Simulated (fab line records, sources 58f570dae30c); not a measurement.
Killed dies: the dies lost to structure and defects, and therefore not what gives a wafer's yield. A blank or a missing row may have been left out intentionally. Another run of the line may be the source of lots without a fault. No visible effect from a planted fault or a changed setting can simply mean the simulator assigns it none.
One fault through the eyes of 2 desks | flow berkeley_cmos170 | what lay behind the numbers comes last; until then each desk has only its own

== TOOL OWNER'S DESK, lpcvd-02 ==
The tool's own readings at UCB170_GATE_CVD_04 (deposits poly-Si from SiH4, time 1440 s, target thk 214 nm): means of the sampled wafers that have a number, for each lot that ran on this tool. Any lot whose mean is over 4 standard deviations away from the usual mean is out of limits and marked OUT; that distance is given in the brackets.
Columns: A = sih4_flow_sccm at UCB170_GATE_CVD_04, usual 120.0 sccm
lot  | first seen here | A
L242 | day 7 08:26     | 119.9
L243 | day 7 08:26     | 120.1
L244 | day 7 08:26     | 120.2
L256 | day 10 10:36    | 119.6
L257 | day 10 10:36    | 119.6
This desk's finding: nothing out of limits on any of the 5 lots.

== METROLOGY DESK ==
What the gauges read for every lot (on any tool): the sampled wafers with a number, averaged. Any lot whose mean is over 4 standard deviations away from the usual mean is out of limits and marked OUT; that distance is given in the brackets.
Columns: A = GATE_POLY_THK at UCB170_GATE_THK_MEAS_05, usual 213.4 nm
lot  | first seen here | A
L241 | day 7 02:51     | 212.2
L244 | day 7 09:51     | 212.7
L243 | day 7 09:53     | 215.3
L242 | day 7 09:54     | 214.7
L245 | day 7 17:54     | 214.0
L247 | day 8 13:07     | 213.1
L248 | day 8 13:07     | 212.7
L256 | day 10 12:00    | 294.1 (+50) OUT
L257 | day 10 12:01    | 291.9 (+49) OUT
L258 | day 11 06:32    | 213.5
L259 | day 11 13:35    | 212.5
L262 | day 11 13:39    | 214.3
L260 | day 11 13:40    | 214.0
L264 | day 12 03:34    | 213.5
Finding of this desk: L256, L257 out of limits, first seen on L256 at day 10 12:00 (GATE_POLY_THK at UCB170_GATE_THK_MEAS_05). L241, L244, L243, L242, L245, L247, L248, L258, L259, L262, L260, L264 stayed within limits.

== BROUGHT TOGETHER ==
At day 10 12:00 the metrology desk could have sounded an alarm, on L256, L257.
The desk of the tool owner found nothing out of limits.
On record at the tool owner's desk: L256, L257, within its limits.
Every lot named ran UCB170_GATE_CVD_04 on lpcvd-02.

== WHAT WAS PUT IN BY THE SIMULATOR ==
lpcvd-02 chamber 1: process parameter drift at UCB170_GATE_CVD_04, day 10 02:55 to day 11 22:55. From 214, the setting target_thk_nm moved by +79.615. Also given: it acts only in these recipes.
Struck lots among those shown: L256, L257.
Delay in hours, fault start to first out-of-limits reading, per desk: metrology desk 9.
